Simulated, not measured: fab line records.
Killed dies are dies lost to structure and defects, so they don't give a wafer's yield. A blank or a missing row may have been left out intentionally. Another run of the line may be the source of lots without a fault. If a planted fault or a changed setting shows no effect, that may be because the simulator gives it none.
Which of the tools did it? | flow rit_cmos | 12 lots, 36 wafers sampled, at 6 steps of a route of 202

## WHAT EACH GAUGE READ, for each wafer
RIT_FOX2_THK_MEAS_90. Usual: FIELD_OXIDE_LEFT_1_THK gives 323 nm (standard deviation 8.2).
lot  | measured    | on            | FIELD_OXIDE_LEFT_1_THK (nm) | flag
L210 | day 1 20:52 | film_metro-01 | 329 322 328                 |
L211 | day 2 01:55 | film_metro-03 | 328 324 323                 |
L212 | day 2 05:37 | film_metro-01 | 324 332 329                 |
L213 | day 2 13:33 | film_metro-01 | 319 320 322                 |
L216 | day 3 04:19 | film_metro-01 | 315 319 317                 |
L224 | day 4 19:10 | film_metro-01 | 315 310 313                 |
L228 | day 5 15:11 | film_metro-03 | 331 330 325                 |
L229 | day 5 20:12 | film_metro-01 | 334 332 340                 |
L230 | day 6 01:53 | film_metro-03 | 315 318 321                 |
L231 | day 6 04:53 | film_metro-01 | 324 325 322                 |
L232 | day 6 10:16 | film_metro-01 | 325 322 319                 |
L233 | day 6 18:08 | film_metro-01 | 311 314 313                 |

RIT_GATE_THK_MEAS_09. Usual: GATE_POLY_THK gives 248.6 nm (standard deviation 2.4).
lot  | measured    | on            | GATE_POLY_THK (nm) | flag
L210 | day 2 15:23 | film_metro-04 | 244.4 245.4 243.1  |
L211 | day 2 18:24 | film_metro-01 | 250.1 247.7 246.1  |
L212 | day 2 22:08 | film_metro-03 | 247.3 247.1 247.6  |
L213 | day 3 05:43 | film_metro-04 | 169.4 168.1 169.0  | OFF
L216 | day 3 21:43 | film_metro-03 | 244.4 245.8 245.9  |
L224 | day 5 12:20 | film_metro-03 | 252.9 252.7 250.3  |
L228 | day 6 06:56 | film_metro-01 | 248.5 250.2 249.1  |
L229 | day 6 15:34 | film_metro-03 | 248.2 247.8 250.1  |
L230 | day 6 19:58 | film_metro-03 | 249.3 248.5 250.1  |
L231 | day 6 22:13 | film_metro-03 | 251.3 249.9 249.8  |
L232 | day 7 03:46 | film_metro-04 | 247.8 250.3 245.7  |
L233 | day 7 12:07 | film_metro-03 | 248.2 246.3 247.8  |

RIT_NSD_TW_MEAS_10. Usual: NSD_TW gives 3127 (standard deviation 21).
lot  | measured    | on            | NSD_TW         | flag
L210 | day 3 03:11 | film_metro-04 | 3144 3135 3150 |
L211 | day 3 05:58 | film_metro-04 | 3141 3126 3139 |
L212 | day 3 10:50 | film_metro-03 | 3146 3155 3144 |
L213 | day 3 18:49 | film_metro-04 | 3139 3139 3140 |
L216 | day 4 09:43 | film_metro-02 | 3089 3097 3082 |
L224 | day 6 00:08 | film_metro-02 | 3115 3110 3111 |
L228 | day 6 19:56 | film_metro-02 | 3107 3098 3094 |
L229 | day 7 03:48 | film_metro-03 | 3140 3145 3139 |
L230 | day 7 09:11 | film_metro-03 | 3142 3140 3135 |
L231 | day 7 10:34 | film_metro-03 | 3151 3136 3136 |
L232 | day 7 15:59 | film_metro-02 | 3113 3101 3110 |
L233 | day 8 00:28 | film_metro-03 | 3139 3149 3153 |

RIT_CONTACT_OVL_MEAS_09. Usual: CONTACT_OVL gives 0.1 nm (standard deviation 1.5).
lot  | measured    | on         | CONTACT_OVL (nm) | flag
L210 | day 3 07:36 | overlay-02 | 0.4 -0.5 1.9     |
L211 | day 3 10:22 | overlay-01 | 1.5 1.7 1.1      |
L212 | day 3 15:20 | overlay-02 | -1.2 -1.4 -0.2   |
L213 | day 3 23:24 | overlay-02 | 1.2 2.4 3.5      |
L216 | day 4 13:54 | overlay-02 | 2.4 0.3 0.7      |
L224 | day 6 04:43 | overlay-02 | -1.8 -1.5 -1.3   |
L228 | day 7 00:24 | overlay-02 | 1.3 0.8 0.5      |
L229 | day 7 08:05 | overlay-02 | 0.8 1.6 1.5      |
L230 | day 7 13:39 | overlay-02 | -0.6 -0.9 -2.0   |
L231 | day 7 15:05 | overlay-02 | -0.2 1.7 0.9     |
L232 | day 7 20:16 | overlay-01 | -1.6 -0.5 -0.8   |
L233 | day 8 04:43 | overlay-01 | -0.6 -0.4 0.4    |

## WHAT TOOL EACH LOT RAN ON (gives the tool, then ch and the chambers of the sampled wafers, and finally the start)
lot  | RIT_GATE_CVD_08            | RIT_GATE_ETCH_19
L210 | lpcvd-02 ch 0, day 2 12:58 | rie_si-01 ch 1,2, day 2 16:53
L211 | lpcvd-02 ch 0, day 2 16:47 | rie_si-02 ch 0,2, day 2 19:44
L212 | lpcvd-01 ch 0, day 2 20:31 | rie_si-01 ch 1,2,3, day 2 23:29
L213 | lpcvd-01 ch 0, day 3 04:04 | rie_si-02 ch 0,2, day 3 07:04
L216 | lpcvd-02 ch 1, day 3 20:07 | rie_si-01 ch 1,2,3, day 3 23:04
L224 | lpcvd-02 ch 0, day 5 09:53 | rie_si-01 ch 0,2,3, day 5 13:40
L228 | lpcvd-02 ch 0, day 6 05:19 | rie_si-01 ch 0,2,3, day 6 08:25
L229 | lpcvd-01 ch 0, day 6 13:57 | rie_si-02 ch 0,1,2, day 6 16:55
L230 | lpcvd-01 ch 0, day 6 18:22 | rie_si-01 ch 0,1,2, day 6 21:23
L231 | lpcvd-02 ch 0, day 6 20:35 | rie_si-02 ch 0,1,3, day 6 23:33
L232 | lpcvd-01 ch 0, day 7 02:08 | rie_si-01 ch 2,3, day 7 04:58
L233 | lpcvd-01 ch 1, day 7 10:28 | rie_si-02 ch 0,3, day 7 13:26
- RIT_GATE_CVD_08: deposits poly-Si from SiH4, target thk 250 nm, time 2220 s.
- RIT_GATE_ETCH_19: etches poly-Si in SF6/CHF3/O2, stops on SiO2, time 165 s, target depth 312.5 nm.

## AS READ BY THE TOOLS THEMSELVES (means over the sampled wafers that have a number; for cases with no such wafer, the mark the record gives instead)
RIT_GATE_CVD_08. Usual: 12.1 % for zone_power_load_pct, sd 1.7.
lot  | tool     | zone_power_load_pct (%) | flag
L210 | lpcvd-02 | 11.0                    |
L211 | lpcvd-02 | 11.0                    |
L212 | lpcvd-01 | 14.1                    |
L213 | lpcvd-01 | 14.0                    |
L216 | lpcvd-02 | 12.4                    |
L224 | lpcvd-02 | 10.9                    |
L228 | lpcvd-02 | 10.9                    |
L229 | lpcvd-01 | 13.9                    |
L230 | lpcvd-01 | 13.9                    |
L231 | lpcvd-02 | 11.0                    |
L232 | lpcvd-01 | 14.2                    |
L233 | lpcvd-01 | 9.8                     |

RIT_GATE_ETCH_19. Usual: drypump_motor_current_A 6.0 A, standard deviation 0.45; oes_product_au 0.842 a.u., standard deviation 0.018; throttle_valve_pct 10.23 %, standard deviation 0.17.
lot  | tool      | drypump_motor_current_A (A) | oes_product_au (a.u.) | throttle_valve_pct (%) | flag
L210 | rie_si-01 | 6.4                         | 0.841                 | 10.09                  |
L211 | rie_si-02 | 5.7                         | 0.827                 | 10.20                  |
L212 | rie_si-01 | 6.2                         | 0.850                 | 10.16                  |
L213 | rie_si-02 | 6.2                         | 0.638                 | 10.36                  | OFF
L216 | rie_si-01 | 6.2                         | 0.847                 | 10.17                  |
L224 | rie_si-01 | 6.1                         | 0.857                 | 10.22                  |
L228 | rie_si-01 | 6.0                         | 0.848                 | 10.22                  |
L229 | rie_si-02 | 5.9                         | 0.835                 | 10.26                  |
L230 | rie_si-01 | 6.3                         | 0.852                 | 10.13                  |
L231 | rie_si-02 | 5.5                         | 0.839                 | 10.24                  |
L232 | rie_si-01 | 6.1                         | 0.854                 | 10.28                  |
L233 | rie_si-02 | 5.4                         | 0.820                 | 10.16                  |

## THE ANSWER, worked out from the rows above alone
Rule: a lot is off if the mean of its wafers that have a number lies more than 3 standard deviations from the usual mean. Also off: a lot with no number at a reading for which 4 or more lots have one. The other lots that the step has rows for count as sound. The gauges are gone through in route order, then the tools' own readings, and for those a lot's mean is taken as printed above. The first step at which some lot is off is used, and at that step the reading that is off furthest; a lot without a number counts as furthest.
Off: L213, at RIT_GATE_THK_MEAS_09 (GATE_POLY_THK).
If a tool, at a process step before that reading, ran all the lots that are off and no sound lot after the first of them, it fits. Not tried: the gauges at RIT_GATE_THK_MEAS_09; whatever is off there is also off at RIT_GATE_ETCH_19, on other tools, and gauge error can't account for it. No candidate that was tried fits.

## WHAT THE SIMULATOR HAD INSERTED
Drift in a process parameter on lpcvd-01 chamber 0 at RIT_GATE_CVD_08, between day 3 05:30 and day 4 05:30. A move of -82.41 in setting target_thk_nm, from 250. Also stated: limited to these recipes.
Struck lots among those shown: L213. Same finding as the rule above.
